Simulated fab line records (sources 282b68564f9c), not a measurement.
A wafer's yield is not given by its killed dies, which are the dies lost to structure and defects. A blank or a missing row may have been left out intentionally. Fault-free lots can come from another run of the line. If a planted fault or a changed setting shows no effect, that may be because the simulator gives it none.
Which of the tools did it? + flow rit cmos + 39 wafers from 13 lots sampled at 6 of the route's 202 steps

== WHAT THE GAUGES SHOWED, per wafer ==
RIT_NWELL_OVL_MEAS_06. Usual: NWELL_OVL 0.3 nm, standard deviation 1.4.
| lot  | measured    | on         | NWELL_OVL (nm) | flag |
|------|-------------|------------|----------------|------|
| L893 | day 2 03:14 | overlay-01 | -1.2 -1.6 -1.6 |      |
| L892 | day 2 03:33 | overlay-01 | 0.4 0.8 -0.5   |      |
| L895 | day 2 18:16 | overlay-01 | - - -          | OFF  |
| L896 | day 2 19:30 | overlay-02 | -1.0 -1.8 -1.7 |      |
| L897 | day 2 22:47 | overlay-02 | 0.6 0.8 -0.2   |      |
| L904 | day 4 10:26 | overlay-02 | -0.1 -1.4 0.8  |      |
| L905 | day 4 20:06 | overlay-02 | -0.6 -1.4 -0.3 |      |
| L906 | day 5 00:01 | overlay-02 | -1.2 -0.9 -1.5 |      |
| L908 | day 5 09:30 | overlay-01 | 1.3 2.1 2.3    |      |
| L909 | day 5 18:37 | overlay-01 | 2.2 0.6 2.8    |      |
| L910 | day 5 18:51 | overlay-01 | 1.4 2.4 1.1    |      |
| L911 | day 5 22:30 | overlay-02 | -0.9 -0.3 0.4  |      |
| L915 | day 6 15:36 | overlay-02 | -1.6 0.2 -0.3  |      |

RIT_NWELL_TW_MEAS_10. Usual: NWELL_TW 2113, standard deviation 22.
| lot  | measured    | on            | NWELL_TW       | flag |
|------|-------------|---------------|----------------|------|
| L893 | day 2 03:51 | film metro-04 | 2118 2121 2117 |      |
| L892 | day 2 04:34 | film metro-01 | 2145 2138 2143 |      |
| L895 | day 2 18:53 | film metro-04 | 30 30 30       | OFF  |
| L896 | day 2 20:08 | film metro-01 | 2127 2131 2138 |      |
| L897 | day 2 23:23 | film metro-03 | 2084 2079 2088 |      |
| L904 | day 4 11:03 | film metro-03 | 2080 2086 2088 |      |
| L905 | day 4 20:43 | film metro-01 | 2129 2120 2111 |      |
| L906 | day 5 00:37 | film metro-03 | 2100 2090 2108 |      |
| L908 | day 5 10:07 | film metro-03 | 2098 2091 2095 |      |
| L909 | day 5 19:14 | film metro-03 | 2113 2092 2112 |      |
| L910 | day 5 19:28 | film metro-04 | 2126 2125 2125 |      |
| L911 | day 5 23:07 | film metro-01 | 2115 2136 2121 |      |
| L915 | day 6 16:14 | film metro-03 | 2096 2088 2092 |      |

RIT_PWELL_OVL_MEAS_06. Usual: PWELL_OVL -1.3 nm, standard deviation 1.4.
| lot  | measured    | on         | PWELL_OVL (nm) | flag |
|------|-------------|------------|----------------|------|
| L893 | day 2 05:08 | overlay-01 | -1.8 -1.8 -0.8 |      |
| L892 | day 2 05:38 | overlay-02 | -0.9 -2.6 1.0  |      |
| L895 | day 2 19:49 | overlay-01 | -1.0 0.1 -0.7  |      |
| L896 | day 2 21:12 | overlay-02 | -2.0 -1.7 -2.4 |      |
| L897 | day 3 00:20 | overlay-01 | -1.2 -0.5 0.0  |      |
| L904 | day 4 11:59 | overlay-02 | -3.4 -3.0 -3.4 |      |
| L905 | day 4 22:13 | overlay-02 | -1.7 -1.8 -1.2 |      |
| L906 | day 5 01:55 | overlay-01 | 0.4 -0.3 -2.3  |      |
| L908 | day 5 11:11 | overlay-02 | -0.9 -0.6 -2.3 |      |
| L909 | day 5 20:11 | overlay-01 | -1.5 -1.7 -0.1 |      |
| L910 | day 5 20:27 | overlay-01 | -2.4 -2.6 -2.9 |      |
| L911 | day 6 00:03 | overlay-02 | 0.1 -3.0 -2.2  |      |
| L915 | day 6 17:17 | overlay-01 | -1.0 0.0 0.5   |      |

RIT_PWELL_TW_MEAS_10. Usual: PWELL_TW 945, standard deviation 9.8.
| lot  | measured    | on            | PWELL_TW       | flag |
|------|-------------|---------------|----------------|------|
| L893 | day 2 05:44 | film metro-03 | 926 927 933    |      |
| L892 | day 2 06:15 | film metro-03 | 929 929 929    |      |
| L895 | day 2 20:26 | film metro-04 | 2192 2194 2188 | OFF  |
| L896 | day 2 21:49 | film metro-01 | 951 956 957    |      |
| L897 | day 3 00:56 | film metro-03 | 939 939 939    |      |
| L904 | day 4 12:36 | film metro-04 | 960 961 955    |      |
| L905 | day 4 22:49 | film metro-03 | 935 933 940    |      |
| L906 | day 5 02:31 | film metro-03 | 938 940 939    |      |
| L908 | day 5 11:59 | film metro-01 | 949 950 944    |      |
| L909 | day 5 20:48 | film metro-04 | 954 949 954    |      |
| L910 | day 5 21:04 | film metro-03 | 939 942 937    |      |
| L911 | day 6 00:40 | film metro-01 | 954 952 953    |      |
| L915 | day 6 17:54 | film metro-01 | 948 954 956    |      |

RIT_GATE_THK_MEAS_07. Usual: GATE_OXIDE_THK 2.90 nm, standard deviation 0.066.
| lot  | measured    | on            | GATE_OXIDE_THK (nm) | flag |
|------|-------------|---------------|---------------------|------|
| L893 | day 2 17:34 | film metro-04 | 2.96 2.90 2.94      |      |
| L892 | day 2 17:49 | film metro-02 | 2.85 2.88 2.84      |      |
| L895 | day 3 10:45 | film metro-04 | 2.88 2.88 2.84      |      |
| L896 | day 3 11:31 | film metro-04 | 2.89 2.87 2.87      |      |
| L897 | day 3 14:46 | film metro-04 | 2.97 2.86 2.94      |      |
| L904 | day 5 07:44 | film metro-03 | 2.78 2.84 2.76      |      |
| L905 | day 5 11:37 | film metro-03 | 2.91 2.88 2.91      |      |
| L906 | day 5 22:59 | film metro-02 | 2.95 3.08 2.98      |      |
| L908 | day 5 23:29 | film metro-02 | 2.99 2.93 2.90      |      |
| L909 | day 6 08:24 | film metro-03 | 2.96 2.90 2.97      |      |
| L910 | day 6 10:45 | film metro-04 | 2.89 2.90 2.87      |      |
| L911 | day 6 13:23 | film metro-04 | 2.82 2.84 2.87      |      |
| L915 | day 7 06:20 | film metro-04 | 2.79 2.82 2.80      |      |

== EACH LOT AND THE TOOL THAT RAN IT (in order: tool; ch and the chambers of the sampled wafers; start) ==
| lot  | RIT_NWELL_EXPOSE_03                |
|------|------------------------------------|
| L893 | iline stepper-01 ch 0, day 2 02:48 |
| L892 | iline stepper-02 ch 0, day 2 03:03 |
| L895 | iline stepper-02 ch 0, day 2 17:51 |
| L896 | iline stepper-01 ch 0, day 2 19:04 |
| L897 | iline stepper-02 ch 0, day 2 22:21 |
| L904 | iline stepper-02 ch 0, day 4 10:01 |
| L905 | iline stepper-02 ch 0, day 4 19:25 |
| L906 | iline stepper-01 ch 0, day 4 23:35 |
| L908 | iline stepper-02 ch 0, day 5 09:04 |
| L909 | iline stepper-02 ch 0, day 5 18:13 |
| L910 | iline stepper-01 ch 0, day 5 18:26 |
| L911 | iline stepper-01 ch 0, day 5 22:04 |
| L915 | iline stepper-02 ch 0, day 6 14:57 |
- RIT_NWELL_EXPOSE_03: exposes mask M2, target cd 43900 nm.

== AS READ BY THE TOOLS THEMSELVES (means over the sampled wafers that have a number; for cases with no such wafer, the mark the record gives instead) ==
The record holds no such reading with a usual standard deviation.

== THE ANSWER, worked out from the rows above alone ==
Rule: a lot counts as off when the mean over its wafers that have a number is more than 3 standard deviations away from the usual mean. A lot without any number at a reading at which 4 lots or more have one is off too. The other lots that the step has rows for count as sound. The gauges are gone through in route order, then the tools' own readings, and for those a lot's mean is taken as printed above. The first step at which some lot is off is used, and at that step the reading that is off furthest; a lot without a number counts as furthest.
Off: L895, at RIT_NWELL_OVL_MEAS_06 (NWELL_OVL). Without a number there: L895.
If a tool, at a process step before that reading, ran all the lots that are off and no sound lot after the first of them, it fits. Not tried: the gauges at RIT_NWELL_OVL_MEAS_06; whatever is off there is also off at RIT_NWELL_TW_MEAS_10, on other tools, and gauge error can't account for it. Of those tried, none fits.

== WHAT WAS PUT IN BY THE SIMULATOR ==
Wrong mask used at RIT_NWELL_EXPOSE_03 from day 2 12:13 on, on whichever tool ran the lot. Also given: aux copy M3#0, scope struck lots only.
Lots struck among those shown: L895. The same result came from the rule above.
